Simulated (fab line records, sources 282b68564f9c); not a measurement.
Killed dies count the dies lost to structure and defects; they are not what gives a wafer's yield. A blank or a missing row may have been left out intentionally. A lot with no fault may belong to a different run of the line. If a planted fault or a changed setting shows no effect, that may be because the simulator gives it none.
Problem report in the 8D (eight disciplines) form, filled by code | flow rit_cmos | the parts of the form that need people (team, actions taken, sign-off) are left out

== 1. WHAT WENT WRONG ==
Mean of oes_product_au at RIT_M1_METAL_ETCH_12: 0.712 a.u. across 6 wafers in 2 lots; on wafers with no fault it is 0.777 a.u. (standard deviation 0.01). That is -6.6 standard deviations from the usual mean.
The step: etches Al in Cl2/BCl3, stops on SiO2, time 165 s, target depth 600 nm.
First observed at day 6 11:01: wafer L553.1, on rie_metal-03. The record holds 42 wafers of 14 lots with a number at this step. Rule for "out", or "out of limits": more than 4 standard deviations from the usual mean. The other wafers with a number count as sound.

== 2. WHAT IT IS, WHAT IT ISN'T ==
question                    | is                     | is not
which readings at this step | oes_product_au         | drypump_motor_current_A, throttle_valve_pct
which lots                  | L553, L555             | L539, L541, L542, L544, L545, L547, L549, L550, L558, L559, L561, L562
which wafers of those lots  | all that have a number | -
read on which tools         | rie_metal-03           | rie_metal-01, rie_metal-02
when                        | from day 6 11:01       | up to then (24 sound wafers); but 12 sound wafers of L558, L559, L561, L562 came after

== 3. WHAT RULES OUT EACH SUSPECT ==
Counting: a tool stays on the suspect list if, at a process step up to the reading, it processed all lots that are out and no sound lot following the first of them.
- rie_metal-03 at RIT_M1_METAL_ETCH_12 (etches Al in Cl2/BCl3, stops on SiO2, time 165 s, target depth 600 nm): kept. It processed each lot that is out, first L553 at day 6 11:01, and no sound lot thereafter; up to then, the last sound lot it processed was L550 at day 5 19:26. On those wafers its own readings are out: oes_product_au.
After counting, what remains is rie_metal-03 at RIT_M1_METAL_ETCH_12.

== 4. THE CAUSE (what the simulator had put in) ==
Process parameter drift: rie_metal-03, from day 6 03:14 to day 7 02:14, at RIT_M1_METAL_ETCH_12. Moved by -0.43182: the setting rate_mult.
Only this tool survived the counting.

== 5. THE CHAIN OF EFFECTS, in route order ==
Rows list readings where the struck wafers' mean (over those with a number) sits beyond 3 standard deviations from the usual. Only readings for which the record gives a usual standard deviation are gone through. hours: the time from each lot's start at the first step in this table that gives one to its start at this step, as a median over the lots. sigmas: the change in usual standard deviations.
hours | step                 | reading        | usual      | on struck wafers | change | sigmas
0     | RIT_M1_METAL_ETCH_12 | oes_product_au | 0.777 a.u. | 0.712            | -0.066 | -6.6
1     | RIT_M1_CD_MEAS_90    | cd_nm          | 2601 nm    | 2610             | +9     | +3.1
It contains these process steps:
- RIT_M1_METAL_ETCH_12: etches Al in Cl2/BCl3, stops on SiO2, time 165 s, target depth 600 nm.

== 6. HOW IT WOULD HAVE BEEN CAUGHT EARLIER ==
The fault began at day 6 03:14; the first out-of-limits reading in this record came at day 6 11:01, 8 hours later.
